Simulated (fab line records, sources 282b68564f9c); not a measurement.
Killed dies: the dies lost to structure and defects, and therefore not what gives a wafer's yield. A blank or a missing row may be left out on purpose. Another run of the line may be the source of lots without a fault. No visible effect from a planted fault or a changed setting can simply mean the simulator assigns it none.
fab line records ; flow ritCmos
[record] lots = 7; wafers = 21; lastDay = 7
route steps=202 shown PSD@149 SDANNEAL@153 NSD@158 PLDD@159 NLDD@160 SILICIDE@161 M1@202
lots with no fault: from the same line, run without faults
startH: start of the lot's first displayed wafer, in hours after the record's first day ; waitH: hours elapsed since this lot's preceding step ; " as in the row above ; L1.1+2: several wafers, shown together as one row ; - no value, or no start given ; * or withheld: withheld ; < > ~ a bound
route shown NAME@n: a module of which the file shows steps, and the number in the route of the first ; usual: mean/standard deviation taken from wafers without a fault ; same: alike in all rows ; chamber/n: place in a boat ; sites: the reading at each site ; _std_site: how widely they spread, as a standard deviation ; _edge_site: inner sites' mean taken away from outer sites' mean ; radiusMm: how far each site lies from the wafer's centre ; mask NAME#n: copy n ; behind: the tool/chamber that last shaped the wafer ; hold: the reason the lot was held/the length of the hold in hours/how it ended ; device: the transistor (n, p or np) that didn't switch ; end of line: the tests these same wafers got at the end of their route ; step lacking rows: just its recipe ; killed: count of dies lost to structure and defects at first sort (not the wafer's yield) ; map: dies across one wafer; x = killed, . = not, _ = none there
set.NAME: the setting that was run; set.NAME@STEP: the one run at that earlier step ; model.NAME: the simulator's own value behind a step, which no gauge read
lots seen at some steps along the route; tables by step, rows by wafer
services: from which hour (startH, from the record's first day; less than 0 if before it) a tool's chamber was out of use, for how many hours, and why
[[steps]]
[step RIT_PSD_HARDBAKE_07]
[recipe] resist = NOVOLAK; tempC = 140; timeS = 60
[step RIT_PSD_IMPLANT_08]
[recipe] species = BF2; energyKev = 27.45; doseCm2 = 5e+15; tiltDeg = 7
[step RIT_PSD_STRIP_09]
[recipe] chemistry = O2; timeS = 180; resist = NOVOLAK; platenTempC = withheld; powerW = 500; pressureMtorr = 4000; o2FlowSccm = 4000
[usual] drypumpMotorCurrentA = 5.72/0.28; o2FlowSccm = 4000/12
lot.wafer;tool;chamber;startH;waitH;drypumpMotorCurrentA;o2FlowSccm;rfHoursCounterH
L544.1;plasmaAsher-03;0;88.23;0.1;6.02;3993;29
L544.2;plasmaAsher-03;1;88.23;0.1;5.79;4003;29
L544.4;plasmaAsher-03;1;88.23;0.1;5.81;3996;-
L551.1;plasmaAsher-04;1;124.53;0.1;5.56;4020;1
L551.4;plasmaAsher-04;1;124.53;0.1;5.58;4008;-
L551.5;plasmaAsher-04;1;124.53;0.1;5.55;4012;-
L552.1;plasmaAsher-01;1;126.33;0.1;5.54;4005;49
L552.2;plasmaAsher-01;0;126.33;0.1;6.21;3977;49
L552.6;plasmaAsher-01;1;126.33;0.1;5.51;4008;-
L553.1;plasmaAsher-01;0;131.75;0.1;6.25;3986;50
L553.3;plasmaAsher-01;0;131.75;0.1;6.21;3995;-
L553.5;plasmaAsher-01;0;131.75;0.1;6.24;3980;-
L556.2;plasmaAsher-01;0;148.76;0.1;6.20;3980;52
L556.3;plasmaAsher-01;1;148.76;0.1;5.55;4019;-
L556.6;plasmaAsher-01;0;148.76;0.1;6.23;3975;-
L557.1;plasmaAsher-04;1;151.29;0.1;5.57;3993;3
L557.2;plasmaAsher-04;0;151.29;0.1;5.43;3998;3
L557.4;plasmaAsher-04;0;151.29;0.1;5.41;3999;-
L560.1;plasmaAsher-04;1;165.37;0.1;5.56;4015;5
L560.2;plasmaAsher-04;0;165.37;0.1;5.39;3983;5
L560.3;plasmaAsher-04;1;165.37;0.1;5.58;4004;-
[step RIT_PSD_TW_MEAS_10]
[usual] PSD_TW = 3427/35
lot.wafer;tool;chamber;startH;waitH;PSD_TW
L544.1;filmMetro-03;-;88.41;0.1;3449
L544.2;filmMetro-03;-;88.41;0.1;3448
L544.4;filmMetro-03;-;88.41;0.1;3449
L551.1;filmMetro-03;-;124.71;0.1;3462
L551.4;filmMetro-03;-;124.71;0.1;3450
L551.5;filmMetro-03;-;124.71;0.1;3441
L552.1;filmMetro-03;-;126.50;0.1;3476
L552.2;filmMetro-03;-;126.50;0.1;3473
L552.6;filmMetro-03;-;126.50;0.1;3465
L553.1;filmMetro-01;-;131.93;0.1;3364
L553.3;filmMetro-01;-;131.93;0.1;3335
L553.5;filmMetro-01;-;131.93;0.1;3353
L556.2;filmMetro-02;-;148.94;0.1;3426
L556.3;filmMetro-02;-;148.94;0.1;3414
L556.6;filmMetro-02;-;148.94;0.1;3434
L557.1;filmMetro-02;-;151.47;0.1;3443
L557.2;filmMetro-02;-;151.47;0.1;3438
L557.4;filmMetro-02;-;151.47;0.1;3442
L560.1;filmMetro-02;-;165.54;0.1;3440
L560.2;filmMetro-02;-;165.54;0.1;3454
L560.3;filmMetro-02;-;165.54;0.1;3445
[step RIT_SDANNEAL_CLEAN_00]
[recipe] chemistry = SC1; mix = 3:3:50; timeS = 600; tempC = 75
[step RIT_SDANNEAL_CLEAN_01]
[recipe] chemistry = dHF; dilution = 50:1; timeS = 30
[step RIT_SDANNEAL_CLEAN_02]
[recipe] chemistry = SC2; mix = 3:3:50; timeS = 590; tempC = 75; dry = n2Spin
[step RIT_SDANNEAL_RTA_03]
[recipe] tempC = 1050; timeS = 5; idleTempC = 600; rampUpCPerS = 342; rampDownCPerS = 171; coolToC = 600; ambient = N2
[usual] wafer_temp_C_max = 1053.6/1.1
lot.wafer;tool;chamber;startH;waitH;wafer_temp_C_max
L544.1;rtpAnneal-02;0;88.87;0.0;1052.7
L544.2;rtpAnneal-02;0;88.87;0.0;1054.4
L544.4;rtpAnneal-02;0;88.87;0.0;1054.1
L551.1;rtpAnneal-01;0;125.31;0.0;1055.8
L551.4;rtpAnneal-01;0;125.31;0.0;1052.2
L551.5;rtpAnneal-01;0;125.31;0.0;1053.8
L552.1;rtpAnneal-02;0;126.93;0.0;1051.8
L552.2;rtpAnneal-02;0;126.93;0.0;1056.3
L552.6;rtpAnneal-02;0;126.93;0.0;1051.8
L553.1;rtpAnneal-01;0;132.53;0.0;1055.0
L553.3;rtpAnneal-01;0;132.53;0.0;1054.6
L553.5;rtpAnneal-01;0;132.53;0.0;1053.7
L556.2;rtpAnneal-02;0;149.54;0.0;1052.7
L556.3;rtpAnneal-02;0;149.54;0.0;1051.5
L556.6;rtpAnneal-02;0;149.54;0.0;1051.8
L557.1;rtpAnneal-01;0;152.07;0.0;1053.8
L557.2;rtpAnneal-01;0;152.07;0.0;1052.5
L557.4;rtpAnneal-01;0;152.07;0.0;1054.3
L560.1;rtpAnneal-02;0;166.14;0.0;1053.7
L560.2;rtpAnneal-02;0;166.14;0.0;1055.4
L560.3;rtpAnneal-02;0;166.14;0.0;1053.5
[step RIT_SDANNEAL_RS_MEAS_04]
[recipe] thkMeasGauge = four-point-probe
[usual] PSD_RS = 114.98/0.29
lot.wafer;tool;chamber;startH;waitH;PSD_RS[ohm/sq]
L544.1;filmMetro-03;-;88.93;0.0;114.74
L544.2;filmMetro-03;-;88.93;0.0;114.87
L544.4;filmMetro-03;-;88.93;0.0;114.78
L551.1;filmMetro-01;-;125.37;0.0;114.73
L551.4;filmMetro-01;-;125.37;0.0;115.21
L551.5;filmMetro-01;-;125.37;0.0;115.05
L552.1;filmMetro-02;-;126.99;0.0;114.94
L552.2;filmMetro-02;-;126.99;0.0;114.64
L552.6;filmMetro-02;-;126.99;0.0;114.89
L553.1;filmMetro-01;-;132.59;0.0;115.47
L553.3;filmMetro-01;-;132.59;0.0;115.61
L553.5;filmMetro-01;-;132.59;0.0;115.57
L556.2;filmMetro-03;-;149.61;0.1;115.15
L556.3;filmMetro-03;-;149.61;0.1;115.54
L556.6;filmMetro-03;-;149.61;0.1;115.54
L557.1;filmMetro-02;-;152.13;0.0;115.18
L557.2;filmMetro-02;-;152.13;0.0;114.88
L557.4;filmMetro-02;-;152.13;0.0;114.92
L560.1;filmMetro-03;-;166.20;0.0;114.74
L560.2;filmMetro-03;-;166.20;0.0;115.19
L560.3;filmMetro-03;-;166.20;0.0;114.82
[step RIT_SDANNEAL_RS_MEAS_05]
[recipe] thkMeasGauge = four-point-probe
[usual] NSD_RS = 84.65/0.28
lot.wafer;tool;chamber;startH;waitH;NSD_RS[ohm/sq]
L544.1;filmMetro-03;-;89.05;0.1;84.52
L544.2;filmMetro-03;-;89.05;0.1;84.34
L544.4;filmMetro-03;-;89.05;0.1;84.54
L551.1;filmMetro-01;-;125.49;0.1;84.22
L551.4;filmMetro-01;-;125.49;0.1;84.70
L551.5;filmMetro-01;-;125.49;0.1;84.41
L552.1;filmMetro-02;-;127.11;0.1;84.61
L552.2;filmMetro-02;-;127.11;0.1;84.63
L552.6;filmMetro-02;-;127.11;0.1;84.38
L553.1;filmMetro-01;-;132.71;0.1;84.40
L553.3;filmMetro-01;-;132.71;0.1;84.70
L553.5;filmMetro-01;-;132.71;0.1;84.22
L556.2;filmMetro-03;-;149.73;0.1;84.92
L556.3;filmMetro-03;-;149.73;0.1;84.83
L556.6;filmMetro-03;-;149.73;0.1;85.09
L557.1;filmMetro-02;-;152.25;0.1;84.99
L557.2;filmMetro-02;-;152.25;0.1;84.44
L557.4;filmMetro-02;-;152.25;0.1;84.36
L560.1;filmMetro-03;-;166.32;0.1;84.50
L560.2;filmMetro-03;-;166.32;0.1;84.86
L560.3;filmMetro-03;-;166.32;0.1;84.57
[step RIT_SDANNEAL_RS_MEAS_06]
[recipe] thkMeasGauge = four-point-probe
[usual] PLDD_RS = 178.5/0.53
lot.wafer;tool;chamber;startH;waitH;PLDD_RS[ohm/sq]
L544.1;filmMetro-03;-;89.17;0.1;176.7
L544.2;filmMetro-03;-;89.17;0.1;177.8
L544.4;filmMetro-03;-;89.17;0.1;177.3
L551.1;filmMetro-01;-;125.61;0.1;178.5
L551.4;filmMetro-01;-;125.61;0.1;178.7
L551.5;filmMetro-01;-;125.61;0.1;178.3
L552.1;filmMetro-02;-;127.23;0.1;178.4
L552.2;filmMetro-02;-;127.23;0.1;178.1
L552.6;filmMetro-02;-;127.23;0.1;178.1
L553.1;filmMetro-01;-;132.83;0.1;179.1
L553.3;filmMetro-01;-;132.83;0.1;179.9
L553.5;filmMetro-01;-;132.83;0.1;179.2
L556.2;filmMetro-03;-;149.85;0.1;179.0
L556.3;filmMetro-03;-;149.85;0.1;179.5
L556.6;filmMetro-03;-;149.85;0.1;179.1
L557.1;filmMetro-02;-;152.37;0.1;179.5
L557.2;filmMetro-02;-;152.37;0.1;179.1
L557.4;filmMetro-02;-;152.37;0.1;179.1
L560.1;filmMetro-03;-;166.44;0.1;178.1
L560.2;filmMetro-03;-;166.44;0.1;178.2
L560.3;filmMetro-03;-;166.44;0.1;178.0
[step RIT_SDANNEAL_RS_MEAS_07]
[recipe] thkMeasGauge = four-point-probe
[usual] NLDD_RS = 151.6/0.4
lot.wafer;tool;chamber;startH;waitH;NLDD_RS[ohm/sq]
L544.1;filmMetro-03;-;89.29;0.1;151.7
L544.2;filmMetro-03;-;89.29;0.1;151.0
L544.4;filmMetro-03;-;89.29;0.1;151.6
L551.1;filmMetro-01;-;125.73;0.1;151.7
L551.4;filmMetro-01;-;125.73;0.1;151.7
L551.5;filmMetro-01;-;125.73;0.1;151.9
L552.1;filmMetro-02;-;127.35;0.1;151.2
L552.2;filmMetro-02;-;127.35;0.1;151.5
L552.6;filmMetro-02;-;127.35;0.1;151.8
L553.1;filmMetro-01;-;132.95;0.1;151.8
L553.3;filmMetro-01;-;132.95;0.1;151.3
L553.5;filmMetro-01;-;132.95;0.1;151.0
L556.2;filmMetro-03;-;149.97;0.1;152.0
L556.3;filmMetro-03;-;149.97;0.1;151.8
L556.6;filmMetro-03;-;149.97;0.1;151.8
L557.1;filmMetro-02;-;152.49;0.1;151.8
L557.2;filmMetro-02;-;152.49;0.1;151.9
L557.4;filmMetro-02;-;152.49;0.1;151.8
L560.1;filmMetro-03;-;166.56;0.1;152.0
L560.2;filmMetro-03;-;166.56;0.1;151.4
L560.3;filmMetro-03;-;166.56;0.1;151.3
[step RIT_SILICIDE_WET_ETCH_00]
[recipe] chemistry = BOE; target = SiO2; targetDepthNm = 14; timeS = 15; dry = n2Spin; dilution = 10:1; tempC = 21.5
[usual] bathHeatDutyPct = 1.8/0.41; tempC = 21.50/0.093
lot.wafer;tool;chamber;startH;waitH;bathHeatDutyPct;tempC;model.SiO2_of_FOX2_OXIDATION_00.thkNm
L544.1;wetBench-03;3;89.41;0.1;1.5;21.45;144.6
L544.2;wetBench-03;3;89.41;0.1;1.5;21.42;143
L544.4;wetBench-03;3;89.41;0.1;2.0;21.54;152
L551.1;wetBench-01;0;125.85;0.1;-;-;165.1
L551.4;wetBench-01;0;125.85;0.1;-;-;169
L551.5;wetBench-01;0;125.85;0.1;-;-;172.3
L552.1;wetBench-01;2;127.47;0.1;-;-;176
L552.2;wetBench-01;2;127.47;0.1;-;-;178.9
L552.6;wetBench-01;2;127.47;0.1;-;-;177.2
L553.1;wetBench-01;0;133.07;0.1;-;-;170.7
L553.3;wetBench-01;0;133.07;0.1;-;-;176.6
L553.5;wetBench-01;0;133.07;0.1;-;-;166.4
L556.2;wetBench-01;2;150.07;0.1;1.3;21.56;141.2
L556.3;wetBench-01;2;150.07;0.1;1.8;21.57;143.5
L556.6;wetBench-01;2;150.07;0.1;2.2;21.50;140
L557.1;wetBench-03;2;152.61;0.1;1.7;21.55;146.9
L557.2;wetBench-03;2;152.61;0.1;0.8;21.52;154.2
L557.4;wetBench-03;2;152.61;0.1;1.1;21.52;153.3
L560.1;wetBench-01;1;166.68;0.1;1.6;21.40;157.3
L560.2;wetBench-01;1;166.68;0.1;1.5;21.43;151.3
L560.3;wetBench-01;1;166.68;0.1;1.5;21.47;161.6
[step RIT_SILICIDE_SPUTTER_01]
[recipe] material = Ti; targetThkNm = 30; powerW = 350; chamberPressurePa = 0.667; gas = Ar; timeS = 240; substrateTempC = 25
[usual] throttleValvePct = 30.2/0.92
lot.wafer;tool;chamber;startH;waitH;throttleValvePct
L544.1;pvdSputter-04;-;89.42;0.0;29.3
L544.2;pvdSputter-04;-;89.42;0.0;31.2
L544.4;pvdSputter-04;-;89.42;0.0;29.7
L551.1;pvdSputter-01;-;125.86;0.0;29.4
L551.4;pvdSputter-01;-;125.86;0.0;29.4
L551.5;pvdSputter-01;-;125.86;0.0;31.3
L552.1;pvdSputter-04;-;127.48;0.0;29.7
L552.2;pvdSputter-04;-;127.48;0.0;29.5
L552.6;pvdSputter-04;-;127.48;0.0;29.6
L553.1;pvdSputter-01;-;133.08;0.0;29.3
L553.3;pvdSputter-01;-;133.08;0.0;31.3
L553.5;pvdSputter-01;-;133.08;0.0;29.4
L556.2;pvdSputter-03;-;150.09;0.0;30.3
L556.3;pvdSputter-03;-;150.09;0.0;32.1
L556.6;pvdSputter-03;-;150.09;0.0;30.8
L557.1;pvdSputter-01;-;152.62;0.0;31.5
L557.2;pvdSputter-01;-;152.62;0.0;29.6
L557.4;pvdSputter-01;-;152.62;0.0;29.6
L560.1;pvdSputter-04;-;166.70;0.0;29.4
L560.2;pvdSputter-04;-;166.70;0.0;29.5
L560.3;pvdSputter-04;-;166.70;0.0;29.5
[step RIT_M1_PROBE_99]
[usual] killed_at_M0_to_M3 = 0.0/0.16; killedAtContacts = 0.0/0.2; killedAtFrontEnd = 7.2/2.5; killedDies = 7.3/2.5; killedOnRim = 2.0/1.4; killedOpen = 3.8/1.9; killedShort = 3.5/1.8
[same] grossDies = 264; killed_at_M4_up = 0; killedAtBackSide = 0; killedAtOther = 0
lot.wafer;tool;chamber;startH;waitH;killed_at_M0_to_M3;killedAtContacts;killedAtFrontEnd;killedDies;killedOnRim;killedOpen;killedShort
L544.1;prober-02;-;96.18;0.1;0;0;8;8;2;5;3
L544.2;prober-02;-;96.23;0.1;0;0;6;6;1;3;3
L544.4;prober-02;-;96.33;0.2;0;0;3;3;0;1;1
L551.1;prober-02;-;132.96;0.1;0;0;264;264;70;2;5
L551.4;prober-02;-;133.11;0.2;0;0;264;264;70;4;5
L551.5;prober-02;-;133.16;0.2;0;0;264;264;70;4;3
L552.1;prober-01;-;134.63;0.1;0;0;264;264;70;1;2
L552.2;prober-01;-;134.68;0.1;0;0;264;264;70;7;1
L552.6;prober-01;-;134.88;0.2;0;0;264;264;70;4;4
L553.1;prober-02;-;140.04;0.1;0;1;263;264;70;4;8
L553.3;prober-02;-;140.14;0.2;0;0;264;264;70;2;4
L553.5;prober-02;-;140.24;0.2;0;0;264;264;70;4;6
L560.1;prober-01;-;173.80;0.1;0;0;4;4;1;3;1
L560.2;prober-01;-;173.85;0.1;0;0;12;12;1;7;5
L560.3;prober-01;-;173.90;0.2;0;0;12;12;4;3;9
// killed by level:class
L544.1 SILICIDE:geometricParticle:open=5 FOX2:geometricParticle:short=1 SPACER:geometricParticle:short=1 SILICIDE:geometricParticle:short=1
L544.2 FOX1:geometricParticle:open=2 GATE:geometricParticle:short=2 SPACER:geometricParticle:short=1 SILICIDE:geometricParticle:open=1
L544.4 FOX1:geometricParticle:open=1 SILICIDE:geometricParticle:short=1 GATE:coatMicrobubblePrinted=1
L551.1 SILICIDE:areaEtch=257 SILICIDE:geometricParticle:short=3 FOX1:geometricParticle:open=1 FOX2:geometricParticle:short=1 GATE:geometricParticle:short=1 GATE:geometricParticle:open=1
L551.4 SILICIDE:areaEtch=255 REOX:geometricParticle:short=3 SPACER:geometricParticle:short=2 GATE:geometricParticle:open=2 FOX1:geometricParticle:open=1 SPACER:geometricParticle:open=1
L551.5 SILICIDE:areaEtch=257 REOX:geometricParticle:open=2 FOX2:geometricParticle:open=1 GATE:geometricParticle:short=1 REOX:geometricParticle:short=1 SPACER:geometricParticle:open=1 SILICIDE:geometricParticle:short=1
L552.1 SILICIDE:areaEtch=261 GATE:geometricParticle:short=1 GATE:geometricParticle:open=1 SPACER:geometricParticle:short=1
L552.2 SILICIDE:areaEtch=256 GATE:geometricParticle:open=4 SILICIDE:geometricParticle:open=2 FOX2:geometricParticle:open=1 GATE:geometricParticle:short=1
L552.6 SILICIDE:areaEtch=256 FOX2:geometricParticle:open=1 FOX2:geometricParticle:short=1 GATE:geometricParticle:short=1 GATE:geometricParticle:open=1 REOX:geometricParticle:open=1 REOX:geometricParticle:short=1 SPACER:geometricParticle:open=1
L553.1 SILICIDE:areaEtch=252 GATE:geometricParticle:short=3 GATE:geometricParticle:open=2 REOX:geometricParticle:short=2 FOX1:geometricParticle:short=1 SPACER:geometricParticle:open=1 SPACER:geometricParticle:short=1 SILICIDE:geometricParticle:open=1
L553.3 SILICIDE:areaEtch=258 SILICIDE:geometricParticle:short=2 GATE:geometricParticle:short=1 REOX:geometricParticle:open=1 SPACER:geometricParticle:open=1 SPACER:geometricParticle:short=1
L553.5 SILICIDE:areaEtch=254 SPACER:geometricParticle:short=4 GATE:geometricParticle:open=2 SPACER:geometricParticle:open=2 GATE:geometricParticle:short=2
L560.1 SPACER:geometricParticle:open=2 FOX2:geometricParticle:short=1 SILICIDE:geometricParticle:open=1
L560.2 SPACER:geometricParticle:open=3 GATE:geometricParticle:short=2 SPACER:geometricParticle:short=2 FOX1:geometricParticle:open=1 FOX1:geometricParticle:short=1 FOX2:geometricParticle:open=1 GATE:geometricParticle:open=1 REOX:geometricParticle:open=1
L560.3 GATE:geometricParticle:short=3 REOX:geometricParticle:short=2 SILICIDE:geometricParticle:short=2 FOX1:geometricParticle:short=1 GATE:geometricParticle:open=1 REOX:geometricParticle:open=1 SPACER:geometricParticle:open=1 SPACER:geometricParticle:short=1
// map L551.1 (x killed, . not)
________xxxxxxx_______
_____xxxxxxxxxxxxx____
____xxxxxxxxxxxxxxx___
___xxxxxxxxxxxxxxxxx__
__xxxxxxxxxxxxxxxxxxx_
__xxxxxxxxxxxxxxxxxxx_
_xxxxxxxxxxxxxxxxxxxxx
_xxxxxxxxxxxxxxxxxxxxx
_xxxxxxxxxxxxxxxxxxxxx
_xxxxxxxxxxxxxxxxxxxxx
__xxxxxxxxxxxxxxxxxxx_
__xxxxxxxxxxxxxxxxxxx_
___xxxxxxxxxxxxxxxxx__
____xxxxxxxxxxxxxxx___
_____xxxxxxxxxxxxx____
________xxxxxxx_______
// map L552.1 (x killed, . not)
________xxxxxxx_______
_____xxxxxxxxxxxxx____
____xxxxxxxxxxxxxxx___
___xxxxxxxxxxxxxxxxx__
__xxxxxxxxxxxxxxxxxxx_
__xxxxxxxxxxxxxxxxxxx_
_xxxxxxxxxxxxxxxxxxxxx
_xxxxxxxxxxxxxxxxxxxxx
_xxxxxxxxxxxxxxxxxxxxx
_xxxxxxxxxxxxxxxxxxxxx
__xxxxxxxxxxxxxxxxxxx_
__xxxxxxxxxxxxxxxxxxx_
___xxxxxxxxxxxxxxxxx__
____xxxxxxxxxxxxxxx___
_____xxxxxxxxxxxxx____
________xxxxxxx_______
[[services]]
tool;chamber;startH;hours;kind
pvdSputter-01;-;66.86;2.0;repair
plasmaAsher-03;-;80.05;2.8;pm
plasmaAsher-01;-;86.60;2.0;repair
plasmaAsher-04;-;108.75;9.0;pm
plasmaAsher-04;0;108.75;9.0;ventCycle
plasmaAsher-04;1;108.75;9.0;ventCycle
plasmaAsher-04;0;117.75;-;clean
plasmaAsher-04;1;117.75;-;clean
pvdSputter-03;-;163.70;2.1;repair
[[key]]
[firstSign] step = RIT_SILICIDE_WET_ETCH_00; reading = toolRecord; direction = missing
[effect] step = RIT_M1_PROBE_99; reading = killedAtFrontEnd; direction = up; sigmas = 99+; usual = 7.2; struck = 263.9
[modelEffect] step = RIT_SILICIDE_WET_ETCH_00; value = SiO2_of_FOX2_OXIDATION_00.thkNm; without = 157; struck = 172.5
[moreKillsBornAt] RIT_SILICIDE_WET_ETCH_00@wetBench-01 = 2306
metAt RIT_SILICIDE_WET_ETCH_00
struckWafers L551.1,L551.4,L551.5,L552.1,L552.2,L552.6,L553.1,L553.3,L553.5
laterRowsLeftOut L551.1,L551.4,L551.5,L552.1,L552.2,L552.6,L553.1,L553.3,L553.5
testerLeftOut L551,L552,L553
[fault] kind = skippedStepWhole; tool = wetBench-01; chamber = -; onsetH = 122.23; steps = RIT_SILICIDE_WET_ETCH_00; scope = struckLotsOnly
// testerLeftOut: of these lots the tester's yield and bins aren't shown, on N5 and GAA mostly nor the transistor test; their killed dies are dies lost to structure and defects alone, not to doping, threshold or leakage, so they don't give the yield
// laterRowsLeftOut: the simulator's readings of these wafers behind a module that went badly wrong aren't trusted and aren't shown, but for the sort
